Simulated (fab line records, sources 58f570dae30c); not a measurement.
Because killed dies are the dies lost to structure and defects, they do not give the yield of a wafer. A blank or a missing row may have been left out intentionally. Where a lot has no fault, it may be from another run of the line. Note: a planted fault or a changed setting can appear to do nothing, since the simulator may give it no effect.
Comparing a struck lot with a sound one || flow berkeley_cmos170 || 16 steps out of a route of 331
Sound: wafers L458.3, L458.4, L458.6. Wafers struck: L469.1, L469.4, L469.6. The cause is given at the end.
For every step that has rows: the tool of each side, followed by ch and its chambers, followed by its first start. Under that, the readings that differ: sound wafers || struck wafers || difference of the means || sigmas: that difference in standard deviations of wafers without a fault.
alike: readings with means less than 2 such deviations apart, plus words and numbers identical on both sides. not compared: withheld readings, readings lacking a value on some wafer, bounds such as >300 that could conceal the same value, and numbers that have no deviation in the record and whose values overlap.
A row with sigmas, a row that says differs or no value, or rows on one side alone: a step with any of these is where the two part. Non-overlapping numbers with no deviation appear without sigmas and do not part them. A reading that every wafer of one side lacks parts them only if that side has two wafers or more.

first, 1 step without rows for these wafers: UCB170_PFIELD_IMPLANT_07.
UCB170_PFIELD_STRIP_08: strips in O2.
  sound on plasma_asher-04 ch 0,1, day 5 06:23; struck on plasma_asher-03 ch 0, day 7 11:58
{"reading": "drypump_motor_current_A (A)", "sound": "5.72 5.78 5.69", "struck": "5.51 5.52 5.55", "difference": -0.20, "sigmas": -3}
{"reading": "oes_product_au (a.u.)", "sound": "0.736 0.736 0.742", "struck": "0.728 0.726 0.731", "difference": -0.010, "sigmas": -2}
  alike: o2_flow_sccm, strip_time_to_endpoint_s
  not compared: rf_hours_counter_h
UCB170_PFIELD_TW_MEAS_09:
  sound on film_metro-01, day 5 06:28; struck on film_metro-02, day 7 12:04
{"reading": "PFIELD_TW", "sound": "599.2 597.6 601.9", "struck": "589.3 591.1 590.3", "difference": -9.3, "sigmas": -4}
then, 2 steps without rows for these wafers: UCB170_FIELD_CLEAN_00 (cleans in dHF, time 7.5 s); UCB170_FIELD_OXIDATION_01 (target thk 558.3 nm, ox time 7200 s).
UCB170_FIELD_THK_MEAS_02:
  sound on film_metro-01, day 5 14:05; struck on film_metro-04, day 7 20:08
  alike: FIELD_OXIDE_THK
then, 4 steps without rows for these wafers: UCB170_FIELD_ANNEAL_03 (time 1200 s); UCB170_FIELD_WET_ETCH_04 (etches SiO2 in dHF, time 60 s); UCB170_FIELD_WET_ETCH_05 (etches Si3N4 in H3PO4, time 12600 s); UCB170_FIELD_WET_ETCH_06 (etches SiO2 in BOE, time 22 s).
UCB170_FIELD_THK_MEAS_90:
  sound on film_metro-03, day 5 23:46; struck on film_metro-04, day 8 02:07
  alike: FIELD_OXIDE_LEFT_1_THK
then, 1 step without rows for these wafers: UCB170_SACOX_CLEAN_00 (cleans in dHF, time 7.5 s).
UCB170_SACOX_OXIDATION_01: target thk 14.4 nm, ox time 2400 s.
  sound on furnace-04 ch 0, day 6 04:17; struck on furnace-04 ch 0, day 8 06:13
UCB170_SACOX_THK_MEAS_02:
  sound on film_metro-01, day 6 05:58; struck on film_metro-03, day 8 08:06
{"reading": "SACOX_OXIDE_THK (nm)", "sound": "14.46 14.23 14.39", "struck": "23.51 23.39 23.56", "difference": "+9.13", "sigmas": "+38"}
then, 2 steps without rows for these wafers: UCB170_SCREENOX_WET_ETCH_00 (etches SiO2 in dHF, time 200 s); UCB170_M3_PROBE_99.

WHERE THEY PART
First at UCB170_PFIELD_STRIP_08; last, within this record, at UCB170_SACOX_THK_MEAS_02.

WHY: whatever the simulator had introduced
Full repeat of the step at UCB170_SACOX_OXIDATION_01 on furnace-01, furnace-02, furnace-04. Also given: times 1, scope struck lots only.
